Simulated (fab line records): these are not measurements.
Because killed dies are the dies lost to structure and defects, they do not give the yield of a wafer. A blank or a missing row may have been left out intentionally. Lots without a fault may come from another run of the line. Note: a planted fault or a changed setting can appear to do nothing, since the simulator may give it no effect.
A struck lot beside a sound one || flow ritCmos || 18 out of 202 route steps
Sound: these wafers, L662.2, L662.3, L662.4. Wafers struck: L664.2, L664.5, L664.6. The cause is given at the end.
For every step that has rows: the tool of each side, followed by ch and its chambers, followed by its first start. Under that, the readings that differ: sound wafers || struck wafers || difference of the means || sigmas: that difference in standard deviations of wafers without a fault.
alike: a reading whose means differ by less than 2 such deviations, as well as words and numbers matching on both sides. not compared: withheld readings; readings where some wafer has no value; bounds like >300 that might hide an equal value; numbers whose values overlap and for which the record gives no deviation.
A row with sigmas, a row that says differs or no value, or rows on one side alone: a step with any of these is where the two part. Non-overlapping numbers with no deviation appear without sigmas and do not part them. A reading that every wafer of one side lacks parts them only if that side has two wafers or more.

first, 2 steps without rows for these wafers: RIT_ACTIVE_CLEAN_17 (cleans in SC2, time 600 s); RIT_FOX1_OXIDATION_00 (target thk 350.7 nm, ox time 1130 s).
RIT_FOX1_THK_MEAS_01:
  sound: filmMetro-04 at day 2 21:56; struck: filmMetro-04 at day 3 05:00
  alike: FOX1_OXIDE_THK
then, 2 steps without rows for these wafers: RIT_FOX1_WET_ETCH_02 (etches SiO2 in BOE, target depth 350 nm, time 390 s); RIT_FOX2_OXIDATION_00 (target thk 350.7 nm, ox time 1130 s).
RIT_FOX2_THK_MEAS_01:
  sound: filmMetro-01 at day 2 23:26; struck: filmMetro-03 at day 3 06:29
  alike: FOX2_OXIDE_THK
then, 2 steps without rows for these wafers: RIT_FOX2_CLEAN_02 (cleans in dHF, time 180 s); RIT_FOX2_WET_ETCH_03 (etches Si3N4 in H3PO4, target depth 195 nm, time 2700 s).
RIT_FOX2_THK_MEAS_90:
  sound: filmMetro-03 at day 3 00:19; struck: filmMetro-03 at day 3 07:22
  alike: FIELD_OXIDE_LEFT_1_THK
then, 3 steps without rows for these wafers: RIT_NWELL_HMDS_00 (prime time 60 s); RIT_NWELL_COAT_01 (resist thk 1300 nm); RIT_NWELL_SOFTBAKE_02 (time 60 s).
RIT_NWELL_EXPOSE_03: exposes mask M2, target cd 43900 nm.
  sound on ilineStepper-02 ch 0, day 3 00:58; struck on ilineStepper-01 ch 0, day 3 07:53
{"reading": "model.NWELL.overlayXNm (nm)", "sound": "-0.194 -0.194 -0.194", "struck": "1.103e+04 1.103e+04 1.103e+04", "difference": "+1.103e+04", "sigmas": ""}
  alike: mask
then, 2 steps without rows for these wafers: RIT_NWELL_PEB_04; RIT_NWELL_DEVELOP_05 (develop time 68 s).
RIT_NWELL_OVL_MEAS_06:
  sound: overlay-01 at day 3 01:23; struck: overlay-02 at day 3 08:18
{"reading": "NWELL_OVL (nm)", "sound": "-1.1 -0.5 -2.4", "struck": "- - -", "difference": "no value on the struck wafers", "sigmas": ""}
then, 1 step without rows for these wafers: RIT_NWELL_HARDBAKE_07 (time 120 s).
RIT_M1_PROBE_99:
  sound: prober-02 at day 4 19:48; struck: prober-02 at day 5 00:58
{"reading": "killedAtFrontEnd", "sound": "3 4 8", "struck": "264 264 264", "difference": "+259", "sigmas": "+84"}
{"reading": "killedDies", "sound": "3 4 8", "struck": "264 264 264", "difference": "+259", "sigmas": "+84"}
{"reading": "killedOnRim", "sound": "0 1 1", "struck": "70 70 70", "difference": "+69", "sigmas": "+46"}
{"reading": "model.etest.wellEdgeLeft.lineOhmUm", "sound": "179.8 182.8 183.3", "struck": "2122 2070 2092", "difference": "+1913", "sigmas": ""}
{"reading": "model.etest.nmos_0p3.rOnOhmUm", "sound": "2207 2212 2177", "struck": "1834 1842 1849", "difference": -357, "sigmas": ""}
{"reading": "model.etest.nmosTurned.driveUaUm", "sound": "304.3 303.3 304.1", "struck": "463.9 464.8 460.5", "difference": "+159.2", "sigmas": ""}
{"reading": "model.etest.nmos_0p15.driveUaUm", "sound": "453.1 449 452.1", "struck": "591.5 594.4 592.4", "difference": "+141.4", "sigmas": ""}
{"reading": "model.etest.nmos_0p15.rOnOhmUm", "sound": "1101 1143 1115", "struck": "972.9 997.8 970.2", "difference": -139.4, "sigmas": ""}
{"reading": "model.etest.nmos_0p3.driveUaUm", "sound": "209.9 214.1 214.6", "struck": "305.4 306 299.4", "difference": "+90.7", "sigmas": ""}
{"reading": "model.etest.nmosNarrow.driveUaUm", "sound": "209.9 215 214.1", "struck": "277.8 284 271.1", "difference": "+64.6", "sigmas": ""}
{"reading": "model.etest.wellEdgeRight.lineOhmUm", "sound": "181.3 184 181.6", "struck": "155.2 155.6 155", "difference": -27.0, "sigmas": ""}
  alike: killedAtContacts, killedOpen, killedShort

== WHERE THEY PART ==
First at RIT_NWELL_OVL_MEAS_06; last, within this record, at RIT_M1_PROBE_99.

WHY: what had been put in by the simulator
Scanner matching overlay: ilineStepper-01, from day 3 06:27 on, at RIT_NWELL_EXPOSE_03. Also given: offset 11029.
